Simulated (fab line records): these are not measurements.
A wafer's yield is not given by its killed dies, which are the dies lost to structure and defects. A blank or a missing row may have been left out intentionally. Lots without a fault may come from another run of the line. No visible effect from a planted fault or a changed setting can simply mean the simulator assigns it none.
Lot-split experiment || flow rit cmos || 5 lots, 23 wafers read, on a route of 202 steps

## THE SPLIT ITSELF
At RIT_PSD_COAT_01 (resist thk 1000 nm), the setting resist thk nm was moved away from the recipe's 1000 nm on 9 of the 23 wafers read, by -2.9% to +5.5%. For the rest of the wafers, this setting stayed at what the recipe calls for.

The reading is taken at the split's own step.

## THE READING
NOVOLAK_of_PSD_COAT_01.thk nm (the simulator's own value, which no gauge read), in nm, at RIT_PSD_COAT_01 (resist thk 1000 nm). The file does not state a usual value for it. Here, 14 wafers ran the recipe; their average is 999.5 nm with a standard deviation of 2 nm.

{"wafer": "L081.1", "tool, chamber at the split": "litho track-04, 0", "resist thk nm as run, nm": 1000, "against the recipe": "recipe", "NOVOLAK_of_PSD_COAT_01.thk nm, nm": 1002, "against lot-mates on the recipe": "-"}
{"wafer": "L081.4", "tool, chamber at the split": "litho track-04, 0", "resist thk nm as run, nm": 1000, "against the recipe": "recipe", "NOVOLAK_of_PSD_COAT_01.thk nm, nm": 1002, "against lot-mates on the recipe": "-"}
{"wafer": "L081.2", "tool, chamber at the split": "litho track-04, 0", "resist thk nm as run, nm": 1000, "against the recipe": "recipe", "NOVOLAK_of_PSD_COAT_01.thk nm, nm": 1000, "against lot-mates on the recipe": "-"}
{"wafer": "L081.3", "tool, chamber at the split": "litho track-04, 0", "resist thk nm as run, nm": 1000, "against the recipe": "recipe", "NOVOLAK_of_PSD_COAT_01.thk nm, nm": 1000, "against lot-mates on the recipe": "-"}
{"wafer": "L081.6", "tool, chamber at the split": "litho track-04, 0", "resist thk nm as run, nm": 1000, "against the recipe": "recipe", "NOVOLAK_of_PSD_COAT_01.thk nm, nm": 1001, "against lot-mates on the recipe": "-"}
{"wafer": "L082.3", "tool, chamber at the split": "litho track-03, 0", "resist thk nm as run, nm": 1000, "against the recipe": "recipe", "NOVOLAK_of_PSD_COAT_01.thk nm, nm": 995.3, "against lot-mates on the recipe": "-"}
{"wafer": "L082.5", "tool, chamber at the split": "litho track-03, 0", "resist thk nm as run, nm": 1000, "against the recipe": "recipe", "NOVOLAK_of_PSD_COAT_01.thk nm, nm": 997.7, "against lot-mates on the recipe": "-"}
{"wafer": "L082.6", "tool, chamber at the split": "litho track-03, 0", "resist thk nm as run, nm": 1000, "against the recipe": "recipe", "NOVOLAK_of_PSD_COAT_01.thk nm, nm": 999.8, "against lot-mates on the recipe": "-"}
{"wafer": "L083.1", "tool, chamber at the split": "litho track-04, 0", "resist thk nm as run, nm": 1000, "against the recipe": "recipe", "NOVOLAK_of_PSD_COAT_01.thk nm, nm": 998, "against lot-mates on the recipe": "-"}
{"wafer": "L083.2", "tool, chamber at the split": "litho track-04, 0", "resist thk nm as run, nm": 1055, "against the recipe": "+5.5%", "NOVOLAK_of_PSD_COAT_01.thk nm, nm": 1053, "against lot-mates on the recipe": "+56.0"}
{"wafer": "L083.3", "tool, chamber at the split": "litho track-04, 0", "resist thk nm as run, nm": 1000, "against the recipe": "recipe", "NOVOLAK_of_PSD_COAT_01.thk nm, nm": 996, "against lot-mates on the recipe": "-"}
{"wafer": "L083.4", "tool, chamber at the split": "litho track-04, 0", "resist thk nm as run, nm": 1055, "against the recipe": "+5.5%", "NOVOLAK_of_PSD_COAT_01.thk nm, nm": 1054, "against lot-mates on the recipe": "+57.0"}
{"wafer": "L083.5", "tool, chamber at the split": "litho track-04, 0", "resist thk nm as run, nm": 1055, "against the recipe": "+5.5%", "NOVOLAK_of_PSD_COAT_01.thk nm, nm": 1052, "against lot-mates on the recipe": "+55.0"}
{"wafer": "L084.1", "tool, chamber at the split": "litho track-01, 0", "resist thk nm as run, nm": 1000, "against the recipe": "recipe", "NOVOLAK_of_PSD_COAT_01.thk nm, nm": 1001, "against lot-mates on the recipe": "-"}
{"wafer": "L084.5", "tool, chamber at the split": "litho track-01, 0", "resist thk nm as run, nm": 1000, "against the recipe": "recipe", "NOVOLAK_of_PSD_COAT_01.thk nm, nm": 1001, "against lot-mates on the recipe": "-"}
{"wafer": "L084.2", "tool, chamber at the split": "litho track-01, 0", "resist thk nm as run, nm": 971.4, "against the recipe": "-2.9%", "NOVOLAK_of_PSD_COAT_01.thk nm, nm": 974.3, "against lot-mates on the recipe": -26.7}
{"wafer": "L084.3", "tool, chamber at the split": "litho track-01, 0", "resist thk nm as run, nm": 971.4, "against the recipe": "-2.9%", "NOVOLAK_of_PSD_COAT_01.thk nm, nm": 972, "against lot-mates on the recipe": -29.0}
{"wafer": "L084.4", "tool, chamber at the split": "litho track-01, 0", "resist thk nm as run, nm": 971.4, "against the recipe": "-2.9%", "NOVOLAK_of_PSD_COAT_01.thk nm, nm": 971.9, "against lot-mates on the recipe": -29.1}
{"wafer": "L085.1", "tool, chamber at the split": "litho track-01, 0", "resist thk nm as run, nm": 983.2, "against the recipe": "-1.7%", "NOVOLAK_of_PSD_COAT_01.thk nm, nm": 983.6, "against lot-mates on the recipe": -16.1}
{"wafer": "L085.2", "tool, chamber at the split": "litho track-01, 0", "resist thk nm as run, nm": 983.2, "against the recipe": "-1.7%", "NOVOLAK_of_PSD_COAT_01.thk nm, nm": 983.9, "against lot-mates on the recipe": -15.9}
{"wafer": "L085.4", "tool, chamber at the split": "litho track-01, 0", "resist thk nm as run, nm": 1000, "against the recipe": "recipe", "NOVOLAK_of_PSD_COAT_01.thk nm, nm": 999.7, "against lot-mates on the recipe": "-"}
{"wafer": "L085.5", "tool, chamber at the split": "litho track-01, 0", "resist thk nm as run, nm": 983.2, "against the recipe": "-1.7%", "NOVOLAK_of_PSD_COAT_01.thk nm, nm": 982.4, "against lot-mates on the recipe": -17.4}
{"wafer": "L085.6", "tool, chamber at the split": "litho track-01, 0", "resist thk nm as run, nm": 1000, "against the recipe": "recipe", "NOVOLAK_of_PSD_COAT_01.thk nm, nm": 999.8, "against lot-mates on the recipe": "-"}

THE FIT
A straight line over all 23 wafers: NOVOLAK_of_PSD_COAT_01.thk nm changes by +9.64 nm for each +1% of resist thk nm; r = +1.00; the points scatter about the line by 1.7 nm.
The same after taking each lot's own level away (the mean of its wafers on the recipe; 23 wafers): +10.1 nm for each +1%; r = +1.00; scatter 1.1 nm.
That fit puts the effect of the largest move of resist thk nm on the reading at 56 nm.
From 997.00 to 1001.00 nm: that is the span of the lots' own levels, equal to 2.0 times the standard deviation above.
Consequently the slope shifts little with the lot-to-lot level, the two slopes agreeing.
Check: +55.6 nm against its lot-mates is what the line predicts for one of the wafers moved furthest among these (+5.5%) when that wafer is left out of the fit. It came out at +56 nm against them.

## FURTHER SPLITS ON THESE WAFERS
Before the reading, these wafers also passed through other splits. Each is held against what the fit with the lots' levels taken away leaves over:
{"other split on the same wafers": "RIT_NSD_COAT_01 spin rpm", "wafers away from the commonest value": 5, "r with NOVOLAK_of_PSD_COAT_01.thk nm (lot level and that fit taken away)": -0.10}

## THE FILE'S OWN FIT
NOVOLAK_of_PSD_COAT_01.thk nm changes by +10.1 nm for each +1% of resist thk nm, r = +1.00.
